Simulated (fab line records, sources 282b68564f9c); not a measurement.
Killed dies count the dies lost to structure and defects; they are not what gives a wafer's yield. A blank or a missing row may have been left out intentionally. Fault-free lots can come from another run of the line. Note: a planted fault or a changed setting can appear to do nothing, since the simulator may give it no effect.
fab line records | flow rit-cmos
record lots=13 wafers=39 last-day=7
route steps=202 shown NRETRO@56 M1@202
lots that met no fault: from a run of the same line without faults
start-h: the number of hours between the record's first day and the start of the first shown wafer of the lot | wait-h: hours from the lot's prior step to this one | " unchanged from the row above | L1.1+2: a row that stands for several wafers | - no value present, or no start provided | * or withheld: withheld | < > ~ a bound
route shown NAME@n: NAME is a module with steps in the file, n the number in the route of the first one | usual: the fault-free wafers' mean and standard deviation | same: alike in all rows | chamber/n: place in a boat | sites: the reading at each site | _std_site: standard deviation across them | _edge_site: inner sites' mean taken away from outer sites' mean | radius-mm: for every site, how far away it sits from the centre of the wafer | mask NAME#n: copy n | behind: the tool/chamber that last shaped the wafer | hold: the reason the lot was held/the length of the hold in hours/how it ended | device: transistor that didn't switch, given as n, p or np | end of line: the same wafers' tests at the end of the route | where a step has no rows: the recipe by itself | killed: not the wafer's yield, but the dies lost to structure and defects at the first sort | map: shows each die of a wafer: x if killed, . if not, _ if none is there
set.NAME: the setting as run; set.NAME@STEP: as run at that earlier step | model.NAME: the simulator's own value behind a step, which no gauge read
a sample of lots followed through the steps of the route, with each step as a table and each wafer as a row
services: the hour from which a tool's chamber was out of use, counted from the record's first day as start-h (under 0 if before that day), plus the number of hours and why
## steps
# step RIT_NRETRO_EXPOSE_03
# recipe mask-id=M4 na=0.57 target-cd-nm=43900 dose-mj=250
# columns lot.wafer tool chamber start-h wait-h mask
L847.2+4+6 iline-stepper-01 0 44.22 0.2 M4#0
L848.1+4+6 iline-stepper-02 0 48.33 0.4 M4#0
L849.1+3+4 iline-stepper-02 0 49.76 0.1 M4#0
L850.1+3+5 iline-stepper-02 0 56.27 0.1 M4#0
L851.1+3+6 iline-stepper-02 0 62.77 0.1 M4#0
L853.2+5+6 iline-stepper-01 0 74.27 0.1 M4#0
L854.1+3+4 iline-stepper-01 0 79.14 0.1 M4#0
L855.2+4+5 iline-stepper-01 0 82.16 0.1 M4#0
L856.2+3+6 iline-stepper-01 0 87.58 0.1 M4#0
L857.1+3+4 iline-stepper-01 0 93.33 0.1 M4#0
L858.2+5+6 iline-stepper-01 0 97.07 0.1 M4_R1#0
L859.2+3+6 iline-stepper-02 0 102.28 0.2 M4#0
L868.1+4+5 iline-stepper-01 0 148.27 0.1 M4#0
# step RIT_M1_PROBE_99
# usual killed_at_M0_to_M3=0.0/0.12 killed-at-contacts=0.1/0.25 killed-at-front-end=6.8/2.7 killed-dies=6.8/2.7 killed-open=3.4/1.8 killed-short=3.5/1.7
# same gross-dies=264 killed_at_M4_up=0 killed-at-back-side=0 killed-at-other=0
# columns lot.wafer tool chamber start-h wait-h killed_at_M0_to_M3 killed-at-contacts killed-at-front-end killed-dies killed-open killed-short
L853.2 prober-01 - 127.65 0.4 0 0 4 4 2 2
L853.5 prober-01 - 127.80 0.5 0 0 6 6 2 4
L853.6 prober-01 - 127.85 0.6 0 0 7 7 4 3
L856.2 prober-01 - 127.95 0.7 0 1 8 9 7 2
L856.3 prober-01 - 128.00 0.8 0 0 1 1 1 0
L856.6 prober-01 - 128.15 0.8 0 0 5 5 4 1
L854.1 prober-01 - 128.20 0.9 0 1 7 8 5 3
L854.3 prober-01 - 128.30 0.9 0 0 8 8 4 4
L854.4 prober-01 - 128.35 1.0 0 0 6 6 3 3
# killed by level:class
L853.2 GATE:geometric-particle:open=1 REOX:geometric-particle:short=1 SILICIDE:geometric-particle:short=1 SILICIDE:geometric-particle:open=1
L853.5 FOX2:geometric-particle:short=2 GATE:geometric-particle:short=1 REOX:geometric-particle:open=1 SPACER:geometric-particle:short=1 SILICIDE:geometric-particle:open=1
L853.6 FOX2:geometric-particle:open=2 FOX2:geometric-particle:short=1 GATE:geometric-particle:short=1 GATE:geometric-particle:open=1 REOX:geometric-particle:open=1 SPACER:geometric-particle:short=1
L856.2 GATE:geometric-particle:open=3 SPACER:geometric-particle:open=3 GATE:geometric-particle:short=2 CONTACT:geometric-particle:open=1
L856.3 SPACER:geometric-particle:open=1
L856.6 SILICIDE:geometric-particle:open=2 FOX1:geometric-particle:short=1 FOX1:geometric-particle:open=1 GATE:geometric-particle:open=1
L854.1 GATE:geometric-particle:open=2 FOX1:geometric-particle:open=1 FOX2:geometric-particle:short=1 GATE:geometric-particle:short=1 REOX:geometric-particle:open=1 SPACER:geometric-particle:open=1 CONTACT:geometric-particle:short=1
L854.3 FOX1:geometric-particle:open=2 REOX:geometric-particle:short=2 SPACER:geometric-particle:short=2 GATE:geometric-particle:open=1 SPACER:geometric-particle:open=1
L854.4 GATE:geometric-particle:short=2 GATE:geometric-particle:open=1 REOX:geometric-particle:open=1 SILICIDE:geometric-particle:short=1 SILICIDE:geometric-particle:open=1
## services
# columns tool chamber start-h hours kind
iline-stepper-02 - 20.94 10.6 repair
iline-stepper-02 - 36.19 1.7 pm
iline-stepper-01 - 47.06 4.2 repair
iline-stepper-01 - 137.83 1.7 pm
## key
first-sign step=RIT_NRETRO_EXPOSE_03 reading=mask direction=changed
effect none on later readings
met-at RIT_NRETRO_EXPOSE_03
struck-lots L858
tester-left-out L858
onset-between 93.33 97.07
fault kind=wrong-mask tool=any chamber=- onset-h=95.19 steps=RIT_NRETRO_EXPOSE_03 aux-copy=M4_R1#0 cd-offset-nm=300 scope=struck-lots-only
# tester-left-out: of these lots the tester's yield and bins aren't shown, on N5 and GAA mostly nor the transistor test; their killed dies are dies lost to structure and defects alone, not to doping, threshold or leakage, so they don't give the yield
